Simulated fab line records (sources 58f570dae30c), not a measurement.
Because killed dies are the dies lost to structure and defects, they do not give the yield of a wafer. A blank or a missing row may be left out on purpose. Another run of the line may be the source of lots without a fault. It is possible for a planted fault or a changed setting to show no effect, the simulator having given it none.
A struck lot beside a sound one + flow berkeley_cmos170 + 43 steps out of a route of 331
Sound: wafers L890.1, L890.4, L890.6. The struck wafers were L900.1, L900.3, L900.6. The cause is named last.
Per side, at each step with rows, come the tool, then ch with its chambers, and then its first start. Under that, the readings that differ: sound wafers + struck wafers + difference of the means + sigmas: that difference in standard deviations of wafers without a fault.
alike: a reading whose means differ by less than 2 such deviations, as well as words and numbers matching on both sides. not compared: withheld readings; readings where some wafer has no value; bounds like >300 that might hide an equal value; numbers whose values overlap and for which the record gives no deviation.
Wherever a step has rows on one side only, a row that says differs or no value, or a row with sigmas, the two part there. Numbers that have no deviation but don't overlap get no sigmas and don't part them. A reading missing from all wafers of one side parts the sides only when that side holds two or more wafers.

first, 5 steps without rows for these wafers: UCB170_M1_COAT_04 (resist thk 900 nm); UCB170_M1_SOFTBAKE_05 (time 60 s); UCB170_M1_EXPOSE_06 (exposes mask METAL1, target cd 700 nm); UCB170_M1_PEB_07; UCB170_M1_DEVELOP_08 (develop time 45 s).
UCB170_M1_CD_MEAS_09 targets a cd of 700 nm.
  sound on cd_sem-01 at day 9 02:49; struck on cd_sem-01 at day 10 22:37
  alike: cd_nm
UCB170_M1_OVL_MEAS_10:
  sound on overlay-02 at day 9 02:56; struck on overlay-02 at day 10 22:44
  alike: M1_OVL
then, 1 step without rows for these wafers: UCB170_M1_ETCH_11 (etches BARC in N2/H2).
UCB170_M1_METAL_ETCH_12: etches Al in Cl2/BCl3, stops on PSG, target depth 780 nm, time 130 s.
  sound on rie_metal-01 ch 0, day 9 03:01; struck on rie_metal-01 ch 0,1, day 10 22:49
  alike: chamber_pressure_mTorr, drypump_motor_current_A, oes_product_au, throttle_valve_pct
  not compared: rf_hours_counter_h
UCB170_M1_STRIP_13: strips in O2.
  sound on plasma_asher-01 ch 1, day 9 03:17; struck on plasma_asher-02 ch 0,1, day 10 22:56
  alike: chamber_pressure_mTorr, drypump_motor_current_A, oes_product_au
  not compared: rf_hours_counter_h
UCB170_M1_CD_MEAS_90 targets a cd of 700 nm.
  sound on cd_sem-02 at day 9 03:23; struck on cd_sem-01 at day 10 23:15
  alike: cd_nm
then, 1 step without rows for these wafers: UCB170_M1_ANNEAL_14 (time 1200 s).
UCB170_V1_CVD_00: deposits SiO2 from TEOS/O2, target thk 2000 nm, time 250 s.
  sound on pecvd-03 ch 0,1, day 9 05:37; struck on pecvd-03 ch 1,2, day 11 00:42
| reading                             | sound          | struck            | difference | sigmas |
|-------------------------------------|----------------|-------------------|------------|--------|
| model.SiO2_of_V1_CVD_00.thk_nm (nm) | 1962 1971 1981 | 824.3 796.4 811.5 | -1160.6    |        |
  alike: heater_power_w
UCB170_V1_THK_MEAS_01:
  sound on film_metro-03 at day 9 05:46; struck on film_metro-02 at day 11 00:52
| reading          | sound          | struck      | difference | sigmas |
|------------------|----------------|-------------|------------|--------|
| V1_TEOS_THK (nm) | 1963 1971 1982 | 825 796 812 | -1161      | -43    |
UCB170_V1_CMP_02: polishes SiO2.
  sound on cmp-01 ch 0,3, day 9 05:49; struck on cmp-02 ch 1,2, day 11 00:58
  alike: motor_current_A, slurry_flow_ml_min
UCB170_V1_BOW_MEAS_03:
  sound on film_metro-03 at day 9 06:07; struck on film_metro-03 at day 11 01:13
  alike: V1_BOW
UCB170_V1_THK_MEAS_04:
  sound on film_metro-03 at day 9 06:14; struck on film_metro-03 at day 11 01:20
| reading              | sound               | struck            | difference | sigmas      |
|----------------------|---------------------|-------------------|------------|-------------|
| V1_POLISHED_THK (nm) | 1001.0 999.6 1000.6 | 824.5 796.2 811.3 | -189.7     | -99 or more |
then, 7 steps without rows for these wafers: UCB170_V1_CLEAN_05 (cleans in DIW); UCB170_V1_HMDS_06 (prime time 60 s); UCB170_V1_COAT_07 (resist thk 900 nm); UCB170_V1_SOFTBAKE_08 (time 60 s); UCB170_V1_EXPOSE_09 (exposes mask VIA1, target cd 700 nm); UCB170_V1_PEB_10; UCB170_V1_DEVELOP_11 (develop time 45 s).
UCB170_V1_CD_MEAS_12 targets a cd of 700 nm.
  sound on cd_sem-01 at day 9 07:45; struck on cd_sem-01 at day 11 03:14
  alike: cd_nm
UCB170_V1_OVL_MEAS_13:
  sound on overlay-02 at day 9 07:52; struck on overlay-02 at day 11 03:22
  alike: V1_OVL
UCB170_V1_ETCH_14: etches SiO2 in CHF3/CF4/Ar, stops on Al, target depth 1250 nm, time 291 s.
  sound on rie_diel-03 ch 1,3, day 9 07:54; struck on rie_diel-02 ch 0,2,3, day 11 03:23
| reading                        | sound             | struck            | difference | sigmas |
|--------------------------------|-------------------|-------------------|------------|--------|
| oes_product_au (a.u.)          | 0.866 0.861 0.862 | 0.763 0.787 0.776 | -0.088     | -5     |
| model.etch.depth_nm (nm)       | 999.9 999.7 1000  | 824.3 796.4 811.5 | -189.1     |        |
| model.V1.feature_depth_nm (nm) | 1000 999.7 1000   | 824.3 796.5 811.7 | -189.1     |        |
  alike: chamber_pressure_mTorr, drypump_motor_current_A, throttle_valve_pct
  not compared: rf_hours_counter_h
UCB170_V1_STRIP_15: strips in O2.
  sound on plasma_asher-02 ch 0,1, day 9 08:05; struck on plasma_asher-02 ch 0,1, day 11 03:34
  alike: chamber_pressure_mTorr, drypump_motor_current_A, oes_product_au, strip_time_to_endpoint_s
  not compared: rf_hours_counter_h
UCB170_V1_CD_MEAS_90 targets a cd of 700 nm.
  sound on cd_sem-01 at day 9 08:11; struck on cd_sem-01 at day 11 03:44
  alike: cd_nm
then, 2 steps without rows for these wafers: UCB170_M2_PRE_CLEAN_00 (preclean etch time 60 s); UCB170_M2_SPUTTER_01 (material Al, target thk 900 nm, time 120 s).
UCB170_M2_RS_MEAS_02: the measuring method here is four-point-probe.
  sound on film_metro-03 at day 9 08:27; struck on film_metro-04 at day 11 04:01
  alike: M2_AL_RS
UCB170_M2_THK_MEAS_03: measures by xrf.
  sound on film_metro-03 at day 9 08:34; struck on film_metro-04 at day 11 04:08
  alike: M2_AL_THK
then, 3 steps without rows for these wafers: UCB170_M2_HMDS_04 (prime time 60 s); UCB170_M2_COAT_05 (resist thk 900 nm); UCB170_M2_SOFTBAKE_06 (time 60 s).
UCB170_M2_STRIP_07: strips in O2.
  sound on plasma_asher-03 ch 0,1, day 9 09:10; struck on plasma_asher-03 ch 0,1, day 11 04:38
| reading                      | sound             | struck            | difference | sigmas |
|------------------------------|-------------------|-------------------|------------|--------|
| strip_time_to_endpoint_s (s) | 21.85 21.83 21.82 | 22.04 21.89 22.01 | +0.15      | +2     |
  alike: chamber_pressure_mTorr, drypump_motor_current_A, oes_product_au
  not compared: rf_hours_counter_h
then, 5 steps without rows for these wafers: UCB170_M2_STRIP_08 (strips KrF in DMSO, time 600 s); UCB170_M2_COAT_09; UCB170_M2_COAT_10 (resist thk 900 nm); UCB170_M2_SOFTBAKE_11 (time 60 s); UCB170_M2_EXPOSE_12 (exposes mask METAL2, target cd 700 nm).
UCB170_M2_METAL_ETCH_18: etches Al in Cl2/BCl3, stops on SiO2, target depth 1170 nm, time 195 s.
  sound on rie_metal-04 ch 1, day 9 11:16; struck on rie_metal-04 ch 1, day 11 05:59
| reading                             | sound             | struck            | difference | sigmas |
|-------------------------------------|-------------------|-------------------|------------|--------|
| model.SiO2_of_V1_CVD_00.thk_nm (nm) | 936.7 936.5 937.2 | 761.1 733.2 748.3 | -189.3     |        |
  alike: chamber_pressure_mTorr, drypump_motor_current_A, oes_product_au, throttle_valve_pct
  not compared: rf_hours_counter_h

== WHERE THEY PART ==
Earliest at UCB170_V1_THK_MEAS_01; latest, in this record, at UCB170_M2_STRIP_07. Later steps at which nothing parts them and some readings are alike: UCB170_M2_METAL_ETCH_18.

WHY: what the simulator had put in
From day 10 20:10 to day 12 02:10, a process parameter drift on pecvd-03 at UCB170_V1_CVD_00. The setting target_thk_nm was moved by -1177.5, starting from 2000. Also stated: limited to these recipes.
